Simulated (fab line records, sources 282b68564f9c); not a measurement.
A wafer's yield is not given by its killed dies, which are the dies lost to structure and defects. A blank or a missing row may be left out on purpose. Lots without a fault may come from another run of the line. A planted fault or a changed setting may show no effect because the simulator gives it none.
A struck lot beside a sound one / flow rit cmos / 18 steps out of a route of 202
Sound: wafers L870.2, L870.3, L870.5. Wafers L882.2, L882.4, L882.5 were the ones struck. At the end, the cause is stated.
At each step with rows: each side's tool, then ch and its chambers, then its first start. Under that, the readings that differ: sound wafers / struck wafers / difference of the means / sigmas: that difference in standard deviations of wafers without a fault.
alike: same words and numbers on both sides, and readings whose means sit less than 2 such deviations apart. not compared: any withheld reading, any reading some wafer has no value for, any bound like >300 that may hide the same value, and any number with overlapping values for which the record gives no deviation.
A row with sigmas, a row that says differs or no value, or rows on one side alone: a step with any of these is where the two part. Numbers that have no deviation but don't overlap get no sigmas and don't part them. A reading missing from all wafers of one side parts the sides only when that side holds two or more wafers.

first, 5 steps without rows for these wafers: RIT_NLDD_COAT_01 (resist thk 1000 nm); RIT_NLDD_SOFTBAKE_02 (time 60 s); RIT_NLDD_EXPOSE_03 (exposes mask M7, target cd 40700 nm); RIT_NLDD_PEB_04; RIT_NLDD_DEVELOP_05 (develop time 50 s).
RIT_NLDD_OVL_MEAS_06:
  sound on overlay-02, day 3 21:24; struck on overlay-02, day 6 19:56
  alike: NLDD_OVL
then, 2 steps without rows for these wafers: RIT_NLDD_HARDBAKE_07 (time 60 s); RIT_NLDD_IMPLANT_08.
RIT_NLDD_STRIP_09: strips in O2, time 180 s.
  sound on plasma asher-02 ch 0, day 3 21:44; struck on plasma asher-01 ch 0,1, day 6 20:16
reading=drypump motor current A (A); sound=6.5 6.5 6.5; struck=5.4 5.3 4.9; difference=-1.3; sigmas=-3
  not compared: rf hours counter h
RIT_NLDD_TW_MEAS_10:
  sound on film metro-04, day 3 21:55; struck on film metro-03, day 6 20:27
reading=NLDD_TW; sound=2481 2479 2482; struck=2549 2535 2550; difference=+64; sigmas=+2
then, 2 steps without rows for these wafers: RIT_PLDD_HMDS_00 (prime time 60 s); RIT_PLDD_COAT_01 (resist thk 1000 nm).
RIT_PLDD_SOFTBAKE_02: time 60 s.
  sound on litho track-01 ch 0, day 3 22:17; struck on litho track-01 ch 0, day 6 20:49
reading=heater power total W (W); sound=34.63 34.52 34.58; struck=32.48 32.46 32.44; difference=-2.12; sigmas=-45
reading=plate temp C (C); sound=90.03 90.16 89.98; struck=86.01 86.21 86.14; difference=-3.94; sigmas=-33
then, 2 steps without rows for these wafers: RIT_PLDD_EXPOSE_03 (exposes mask M8, target cd 40900 nm); RIT_PLDD_PEB_04.
RIT_PLDD_DEVELOP_05: develop time 50 s.
  sound on litho track-04 ch 0; struck on litho track-01 ch 0
reading=model.NOVOLAK_of_PLDD_COAT_01.thk nm (nm); sound=1001 998.1 1001; struck=1010 1010 1013; difference=+11; sigmas=
RIT_PLDD_OVL_MEAS_06:
  sound on overlay-01, day 3 22:49; struck on overlay-02, day 6 21:29
  alike: PLDD_OVL
RIT_M1_PROBE_99:
  sound on prober-01, day 4 13:18; struck on prober-02, day 7 13:28
  alike: killed at contacts, killed at front end, killed dies, killed open, killed short

== WHERE THEY PART ==
First at RIT_NLDD_STRIP_09; last, within this record, at RIT_PLDD_SOFTBAKE_02. Later steps at which nothing parts them and some readings are alike: RIT_PLDD_OVL_MEAS_06, RIT_M1_PROBE_99.

WHY: whatever the simulator had introduced
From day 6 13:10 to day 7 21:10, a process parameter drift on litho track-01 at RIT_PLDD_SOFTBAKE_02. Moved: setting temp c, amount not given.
